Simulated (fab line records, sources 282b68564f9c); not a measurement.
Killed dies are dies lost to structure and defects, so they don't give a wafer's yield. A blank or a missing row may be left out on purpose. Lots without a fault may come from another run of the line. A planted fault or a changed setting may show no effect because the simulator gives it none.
Which tool did it? | flow rit_cmos | 15 lots, 45 wafers sampled, at 4 steps of a route of 202

WHAT THE GAUGES READ, wafer by wafer
RIT_SDANNEAL_RS_MEAS_04: measures by four-point-probe. Usual: PSD_RS 116.29 ohm/sq, standard deviation 0.29.
lot  | measured    | on            | PSD_RS (ohm/sq)      | flag
L185 | day 3 08:35 | film_metro-01 | 116.14 116.10 116.15 |
L186 | day 3 13:53 | film_metro-01 | 116.26 116.17 115.99 |
L187 | day 3 16:19 | film_metro-04 | 116.66 116.53 116.48 |
L189 | day 4 04:35 | film_metro-04 | 116.53 116.42 116.15 |
L190 | day 4 13:50 | film_metro-01 | 115.94 116.05 116.12 |
L191 | day 4 14:58 | film_metro-01 | 116.75 116.24 116.51 |
L192 | day 4 19:57 | film_metro-04 | 116.10 115.74 116.01 |
L193 | day 4 23:13 | film_metro-04 | 116.49 116.43 116.09 |
L194 | day 5 08:32 | film_metro-02 | 116.79 116.28 116.18 |
L195 | day 5 10:19 | film_metro-01 | 115.89 115.83 116.07 |
L200 | day 6 11:16 | film_metro-04 | 116.44 116.68 116.49 |
L201 | day 6 16:51 | film_metro-04 | 116.32 115.90 116.27 |
L202 | day 7 01:08 | film_metro-02 | 115.98 115.93 116.27 |
L203 | day 7 04:13 | film_metro-02 | 116.44 116.11 116.24 |
L207 | day 8 03:37 | film_metro-02 | 116.37 116.34 116.05 |

RIT_SDANNEAL_RS_MEAS_06: measures by four-point-probe. Usual: PLDD_RS 178.7 ohm/sq, standard deviation 0.4.
lot  | measured    | on            | PLDD_RS (ohm/sq)  | flag
L185 | day 3 08:50 | film_metro-01 | 178.2 178.2 178.0 |
L186 | day 3 14:07 | film_metro-01 | 178.8 177.9 177.7 |
L187 | day 3 16:33 | film_metro-04 | 178.8 179.3 179.3 |
L189 | day 4 04:49 | film_metro-04 | 178.2 179.4 178.1 |
L190 | day 4 14:04 | film_metro-01 | 178.7 179.1 178.9 |
L191 | day 4 15:13 | film_metro-01 | 178.9 178.9 178.8 |
L192 | day 4 20:11 | film_metro-04 | 178.3 179.0 178.7 |
L193 | day 4 23:28 | film_metro-04 | 178.7 178.5 179.4 |
L194 | day 5 08:47 | film_metro-02 | 178.3 178.7 178.3 |
L195 | day 5 10:34 | film_metro-01 | 178.4 178.0 178.6 |
L200 | day 6 11:30 | film_metro-04 | 179.1 179.2 178.6 |
L201 | day 6 17:05 | film_metro-04 | 179.6 178.8 179.0 |
L202 | day 7 01:22 | film_metro-02 | 178.4 178.7 178.8 |
L203 | day 7 04:28 | film_metro-02 | 179.0 179.0 179.2 |
L207 | day 8 03:52 | film_metro-02 | 178.6 178.6 178.0 |

RIT_M1_BOW_MEAS_16. Usual: M1_BOW 17 um, standard deviation 6.8.
lot  | measured    | on            | M1_BOW (um) | flag
L185 | day 3 15:56 | film_metro-02 | 8 24 7      |
L186 | day 3 21:08 | film_metro-01 | 19 18 20    |
L187 | day 3 23:26 | film_metro-02 | 9 24 24     |
L189 | day 4 11:58 | film_metro-04 | 13 16 24    |
L190 | day 4 21:10 | film_metro-02 | 17 14 17    |
L191 | day 4 22:40 | film_metro-01 | 28 22 15    |
L192 | day 5 03:30 | film_metro-02 | 19 11 10    |
L193 | day 5 06:40 | film_metro-01 | 23 24 20    |
L194 | day 5 15:40 | film_metro-02 | 18 21 16    |
L195 | day 5 17:34 | film_metro-02 | 10 17 17    |
L200 | day 6 18:25 | film_metro-04 | 15 19 0     |
L201 | day 7 00:20 | film_metro-01 | 9 28 21     |
L202 | day 7 08:14 | film_metro-02 | 11 18 14    |
L203 | day 7 11:20 | film_metro-04 | 13 9 11     |
L207 | day 8 11:11 | film_metro-01 | 24 17 23    |

WHICH TOOL RAN EACH LOT (tool, then ch and the chambers of the sampled wafers, then the start)
lot  | RIT_ACTIVE_OXIDATION_01
L185 | furnace-04 ch 0, day 1 16:02
L186 | furnace-04 ch 0, day 1 20:07
L187 | furnace-04 ch 0, day 2 01:07
L189 | furnace-01 ch 0, day 2 11:07
L190 | furnace-04 ch 0, day 2 16:07
L191 | furnace-03 ch 0, day 2 21:07
L192 | furnace-04 ch 0, day 3 02:07
L193 | furnace-01 ch 0, day 3 07:07
L194 | furnace-04 ch 0, day 3 12:07
L195 | furnace-01 ch 0, day 3 17:18
L200 | furnace-04 ch 0, day 4 18:07
L201 | furnace-03 ch 0, day 4 23:29
L202 | furnace-04 ch 0, day 5 04:37
L203 | furnace-04 ch 0, day 5 09:37
L207 | furnace-03 ch 0, day 6 06:02
- RIT_ACTIVE_OXIDATION_01: target thk 46.8 nm, ox time 3360 s.

WHAT THE TOOLS THEMSELVES READ (means of the sampled wafers that have a number; where no wafer has one, the mark that the record gives instead)
The record holds no such reading with a usual standard deviation.

THE ANSWER, worked out from the rows above alone
Rule: a lot is off if the mean of its wafers that have a number lies more than 3 standard deviations from the usual mean. A lot without any number at a reading at which 4 lots or more have one is off too. The other lots that the step has rows for count as sound. The gauges are gone through in route order, then the tools' own readings, and for those a lot's mean is taken as printed above. The first step at which some lot is off is used, and at that step the reading that is off furthest; a lot without a number counts as furthest.
No lot is off at any reading shown: from this, nothing can be told.

WHAT THE SIMULATOR HAD PUT IN
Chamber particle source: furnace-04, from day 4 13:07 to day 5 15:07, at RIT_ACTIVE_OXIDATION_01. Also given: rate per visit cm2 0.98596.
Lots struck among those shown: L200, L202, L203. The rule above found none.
